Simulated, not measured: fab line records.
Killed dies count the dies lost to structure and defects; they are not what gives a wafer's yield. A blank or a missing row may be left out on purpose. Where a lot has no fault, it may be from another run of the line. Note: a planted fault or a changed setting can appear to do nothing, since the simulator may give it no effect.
Split-lot experiment ; flow berkeley_cmos170 ; on a route of 331 steps: 5 lots, 23 wafers read

== THE SPLIT ITSELF ==
At UCB170_CONTACT_PEB_13, the setting peb_temp_c was moved away from the recipe's 130 C on 10 of the 23 wafers read, by -1.4% to +1.6%. For the rest of the wafers, this setting stayed at what the recipe calls for.

== FROM THE SPLIT TO THE READING: what the file shows between them, 5 steps ==
- UCB170_CONTACT_DEVELOP_14: develop time 45 s
- UCB170_CONTACT_CD_MEAS_15: target cd 700 nm
- UCB170_CONTACT_ETCH_17: etches BARC in N2/H2
- UCB170_CONTACT_ETCH_18: etches PSG in CHF3/CF4/Ar, stops on TiSi2, target depth 840 nm, time 195 s
- UCB170_CONTACT_STRIP_19: strips in O2

== THE READING ==
At UCB170_CONTACT_CD_MEAS_90: cd_nm in nanometres, against a target cd of 700 nm. On this fab line, fault-free wafers typically give 700.0 nm with a standard deviation of 1.6 nm.

wafer;tool, chamber at the split;peb_temp_c as run, C;against the recipe;cd_nm, nm;against lot-mates on the recipe
L076.1;litho_track-04, 0;130;recipe;699.7;-
L076.2;litho_track-04, 0;131.4;+1.1%;708.4;+9.4
L076.3;litho_track-04, 0;130;recipe;697.8;-
L076.4;litho_track-04, 0;130;recipe;699.5;-
L076.5;litho_track-04, 0;131.4;+1.1%;707.2;+8.2
L078.2;litho_track-02, 0;130;recipe;702.8;-
L078.3;litho_track-02, 0;132.1;+1.6%;714.9;+12.1
L078.4;litho_track-02, 0;130;recipe;702.8;-
L078.5;litho_track-02, 0;132.1;+1.6%;714.2;+11.4
L078.6;litho_track-02, 0;132.1;+1.6%;715.0;+12.2
L079.1;litho_track-01, 0;128.6;-1.1%;690.2;-9.8
L079.2;litho_track-01, 0;130;recipe;700.2;-
L079.4;litho_track-01, 0;130;recipe;700.7;-
L079.5;litho_track-01, 0;128.6;-1.1%;689.1;-10.9
L079.6;litho_track-01, 0;130;recipe;699.2;-
L080.1;litho_track-02, 0;128.2;-1.4%;687.9;-13.9
L080.2;litho_track-02, 0;128.2;-1.4%;689.4;-12.4
L080.3;litho_track-02, 0;130;recipe;701.4;-
L080.5;litho_track-02, 0;130;recipe;702.3;-
L080.6;litho_track-02, 0;128.2;-1.4%;689.5;-12.3
L082.2;litho_track-02, 0;130;recipe;698.7;-
L082.4;litho_track-02, 0;130;recipe;697.3;-
L082.6;litho_track-02, 0;130;recipe;697.8;-

FIT RESULTS
A straight line over all 23 wafers: cd_nm changes by +8.58 nm for each +1% of peb_temp_c; r = +0.98; the points scatter about the line by 1.6 nm.
The same after taking each lot's own level away (the mean of its wafers on the recipe; 23 wafers): +8.4 nm for each +1%; r = +0.99; scatter 0.95 nm.
That fit puts the effect of the largest move of peb_temp_c on the reading at 14 nm.
Across the lots, their own levels run from 697.93 to 702.80 nm, a range of 3.0 times the standard deviation given above.
So the lot-to-lot level changes the slope little: the two slopes agree.
Check: +13.3 nm against its lot-mates is what the line predicts for one of the wafers moved furthest among these (+1.6%) when that wafer is left out of the fit. Against them it came out at +12.1 nm.

== THE WHOLE CHAIN: every reading that the file lists as answering this split, in the file's order ==
step;what it does;reading;change (the file's fit);r (the file's)
UCB170_CONTACT_CD_MEAS_15;target cd 700 nm;cd_nm;+8.31 nm for each +1% of the setting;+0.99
UCB170_CONTACT_ETCH_17;etches BARC in N2/H2;CONTACT.cd_nm (the simulator's own value, which no gauge read);+8.34 nm for each +1% of the setting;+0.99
UCB170_CONTACT_ETCH_18;etches PSG in CHF3/CF4/Ar, stops on TiSi2, target depth 840 nm, time 195 s;CONTACT.cd_nm (the simulator's own value, which no gauge read);+8.36 nm for each +1% of the setting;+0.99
UCB170_CONTACT_CD_MEAS_90;target cd 700 nm;cd_nm;+8.46 nm for each +1% of the setting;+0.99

== THE FILE'S OWN FIT ==
cd_nm changes by +8.46 nm for each +1% of peb_temp_c, r = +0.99.
